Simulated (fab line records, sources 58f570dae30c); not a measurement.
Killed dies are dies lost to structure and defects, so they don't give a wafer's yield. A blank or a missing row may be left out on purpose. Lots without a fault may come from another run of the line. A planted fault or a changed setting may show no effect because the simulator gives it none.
Problem report in the 8D (eight disciplines) form, filled by code | flow berkeley_cmos170 | the parts of the form that need people (team, actions taken, sign-off) are left out

1. THE PROBLEM
GATE_OVL at UCB170_GATE_OVL_MEAS_13 reads a mean of 256 nm on 12 wafers of 4 lots; wafers without a fault read -6 nm with a standard deviation of 5.3. That is +49 standard deviations from the usual mean.
First seen on wafer L948.1, day 8 13:44, on overlay-02. The record holds 45 wafers of 15 lots with a number at this step. Rule for "out", or "out of limits": more than 4 standard deviations from the usual mean. The other wafers with a number count as sound.

2. WHAT IT IS AND WHAT IT IS NOT
question                    | is                     | is not
which readings at this step | GATE_OVL               | -
which lots                  | L947, L948, L949, L951 | L942, L943, L944, L945, L946, L950, L956, L959, L961, L962, L965
which wafers of those lots  | all that have a number | -
read on which gauges        | overlay-01, overlay-02 | -
when                        | from day 8 13:44       | up to then (15 sound wafers); but 18 sound wafers of L950, L956, L959, L961, L962, L965 came after

3. SUSPECTS, AND WHAT RULES EACH OUT
Counting: a tool at a process step up to the reading stays a suspect if it ran every lot that is out and no sound lot after the first of them.
- the gauge at UCB170_GATE_OVL_MEAS_13: ruled out. The wafers that are out were read on 2 gauges (overlay-01, overlay-02).
- krf_scanner-02 at UCB170_GATE_EXPOSE_09 (exposes mask POLY, target cd 350 nm): kept. It ran every lot that is out, first L948 (day 8 12:53), and no sound lot after that; its last sound lot up to then is L944 (day 8 01:58).
Left after counting: krf_scanner-02 at UCB170_GATE_EXPOSE_09.

4. THE CAUSE (what the simulator had put in)
Scanner matching overlay: krf_scanner-02, from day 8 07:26 on, at UCB170_GATE_EXPOSE_09. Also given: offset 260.
Counting left only this tool.

5. THE CHAIN OF EFFECTS, in route order
Each row: a reading whose mean over the struck wafers that have a number lies more than 3 standard deviations from the usual. Only readings for which the record gives a usual standard deviation are gone through. hours: the time from each lot's start at the first step in this table that gives one to its start at this step, as a median over the lots. sigmas: the change in usual standard deviations.
hours | step                    | reading  | usual | on struck wafers | change | sigmas
0     | UCB170_GATE_OVL_MEAS_13 | GATE_OVL | -6 nm | 256              | +262   | +49
Later measuring or inspecting steps at which every struck wafer that the step has a row for has a number for every such reading, and none has moved that far: UCB170_PLDD_CD_MEAS_06.

6. WHAT WOULD HAVE CAUGHT IT SOONER
In this record the first reading out of limits at a measuring or inspecting step was taken at day 8 13:44, 6 hours after the fault began at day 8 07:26.
Of the tool readings at UCB170_GATE_EXPOSE_09 for which the record gives a usual standard deviation, none was out on any struck wafer, so an alarm limit of 4 standard deviations on them would not have fired.
Of the lots that are out (4), L951 began UCB170_GATE_EXPOSE_09 on krf_scanner-02 after day 8 13:44. A hold on the tool at that time would have spared it.
